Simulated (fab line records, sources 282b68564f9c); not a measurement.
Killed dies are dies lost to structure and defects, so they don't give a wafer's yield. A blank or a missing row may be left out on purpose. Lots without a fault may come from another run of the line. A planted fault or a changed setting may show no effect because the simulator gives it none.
Which tool did it? | flow rit_cmos | 14 lots, 42 wafers sampled, at 2 steps of a route of 202

WHAT THE GAUGES READ, wafer by wafer
RIT_GATE_CD_MEAS_16: target cd 150 nm. Usual: cd_nm 150.7 nm, standard deviation 2.5.
lot  | measured    | on        | cd_nm (nm)        | flag
L659 | day 2 15:56 | cd_sem-01 | 147.7 146.8 148.7 |
L660 | day 2 23:17 | cd_sem-01 | 150.0 148.4 148.9 |
L661 | day 3 02:18 | cd_sem-02 | 152.1 152.4 152.0 |
L662 | day 3 05:08 | cd_sem-01 | 155.4 155.1 155.0 |
L663 | day 3 12:25 | cd_sem-02 | 154.1 150.8 152.6 |
L664 | day 3 17:48 | cd_sem-02 | 151.3 151.3 150.5 |
L665 | day 3 20:49 | cd_sem-01 | 150.0 149.0 151.8 |
L666 | day 4 00:38 | cd_sem-01 | 153.7 151.9 151.7 |
L667 | day 4 08:44 | cd_sem-02 | 150.8 153.4 150.4 |
L673 | day 5 14:46 | cd_sem-02 | 58.6 59.3 58.7    | OFF
L674 | day 5 16:35 | cd_sem-02 | 64.1 59.5 64.3    | OFF
L675 | day 6 00:07 | cd_sem-02 | 152.5 151.9 152.9 |
L677 | day 6 10:41 | cd_sem-02 | 150.2 148.6 148.6 |
L682 | day 7 09:27 | cd_sem-02 | 152.4 148.3 153.1 |

WHICH TOOL RAN EACH LOT (tool, then ch and the chambers of the sampled wafers, then the start)
lot  | RIT_GATE_COAT_11
L659 | litho_track-04 ch 0, day 2 15:08
L660 | litho_track-02 ch 0, day 2 22:28
L661 | litho_track-04 ch 0, day 3 01:36
L662 | litho_track-02 ch 0, day 3 04:17
L663 | litho_track-04 ch 0, day 3 11:35
L664 | litho_track-04 ch 0, day 3 17:05
L665 | litho_track-02 ch 0, day 3 20:01
L666 | litho_track-02 ch 0, day 3 23:49
L667 | litho_track-01 ch 0, day 4 07:52
L673 | litho_track-04 ch 0, day 5 14:04
L674 | litho_track-04 ch 0, day 5 15:43
L675 | litho_track-02 ch 0, day 5 23:14
L677 | litho_track-02 ch 0, day 6 09:51
L682 | litho_track-02 ch 0, day 7 08:45
- RIT_GATE_COAT_11: resist thk 850 nm.

WHAT THE TOOLS THEMSELVES READ (means of the sampled wafers that have a number; where no wafer has one, the mark that the record gives instead)
The record holds no such reading with a usual standard deviation.

THE ANSWER, worked out from the rows above alone
Rule: a lot is off if the mean of its wafers that have a number lies more than 3 standard deviations from the usual mean. A lot without any number at a reading at which 4 lots or more have one is off too. The other lots that the step has rows for count as sound. The gauges are gone through in route order, then the tools' own readings, and for those a lot's mean is taken as printed above. The first step at which some lot is off is used, and at that step the reading that is off furthest; a lot without a number counts as furthest.
Off: L673, L674, at RIT_GATE_CD_MEAS_16 (cd_nm).
A tool fits if, at a process step before that reading, it ran every lot that is off, and no sound lot after the first of them. The gauges at RIT_GATE_CD_MEAS_16 are tried like those tools. One fits: litho_track-04 at RIT_GATE_COAT_11. Its last sound lot is L664 (day 3 17:05), its first lot that is off L673 (day 5 14:04): a fault that began between those two fits.

WHAT THE SIMULATOR HAD PUT IN
Process parameter drift: litho_track-04, from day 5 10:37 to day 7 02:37, at RIT_GATE_COAT_11. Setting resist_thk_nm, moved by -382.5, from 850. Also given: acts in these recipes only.
Lots struck among those shown: L673, L674. The rule above found the same.
